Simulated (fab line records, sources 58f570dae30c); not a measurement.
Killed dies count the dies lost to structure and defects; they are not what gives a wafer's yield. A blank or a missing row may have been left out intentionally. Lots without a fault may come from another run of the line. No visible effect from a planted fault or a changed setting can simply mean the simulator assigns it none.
Code-filled problem report in 8D (eight disciplines) form ; flow berkeleyCmos170 ; the parts of the form that need people (team, actions taken, sign-off) are left out

1. WHAT WENT WRONG
Wafers without a fault read 0.991 a.u., standard deviation 0.01; oesProductAu at UCB170_M1_ETCH_11 reads a mean of 1.170 a.u. on 6 wafers belonging to 2 lots. That is +18 standard deviations from the usual mean.
The step: etches BARC in N2/H2.
Seen first at day 9 05:43 on rieDiel-03, wafer L977.4. The record holds 42 wafers of 14 lots with a number at this step. By rule, "out" or "out of limits" means more than 4 standard deviations away from the usual mean. The rest of the wafers with a number are treated as sound.

2. WHAT IT IS, AND WHAT IT ISN'T
question;is;is not
which readings at this step;oesProductAu;drypumpMotorCurrentA, throttleValvePct
which lots;L977, L978;L969, L970, L971, L972, L973, L974, L975, L986, L987, L990, L991, L992
which wafers of those lots;all that have a number;-
read on which tools;rieDiel-03;rieDiel-01, rieDiel-02
when;from day 9 05:43;"up to then (21 sound wafers); but 15 sound wafers of L986, L987, L990, L991, L992 came after"

3. WHAT RULES OUT EACH SUSPECT
Counting: a tool stays on the suspect list if, at a process step up to the reading, it processed all lots that are out and no sound lot following the first of them.
- rieDiel-03 at UCB170_M1_ETCH_11 (etches BARC in N2/H2): ruled out as a lasting fault. Following L977 (day 9 05:43), the first lot on it that is out, the sound lots L992 were run on it.
Left after counting: nothing in the record.

4. THE CAUSE (what the simulator had put in)
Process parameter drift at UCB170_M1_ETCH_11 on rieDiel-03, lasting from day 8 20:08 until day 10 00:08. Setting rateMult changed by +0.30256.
Counting ruled it out, wrongly.

5. THE EFFECT CHAIN, in route order
One row per reading whose mean, taken over the struck wafers that have a number, lies over 3 standard deviations from the usual. Only readings whose record carries a usual standard deviation are examined. hours: median over the lots of the time between each lot's start at the first step of this table that gives one and its start at this step. sigmas: the change, counted in usual standard deviations.
hours;step;reading;usual;on struck wafers;change;sigmas
0;UCB170_M1_ETCH_11;oesProductAu;0.991 a.u.;1.170;+0.179;+18
Its process steps:
- UCB170_M1_ETCH_11: etches BARC in N2/H2.

6. HOW IT WOULD HAVE BEEN CAUGHT EARLIER
In this record no reading fell out of limits until day 9 05:43, 10 hours after the fault had begun at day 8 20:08.
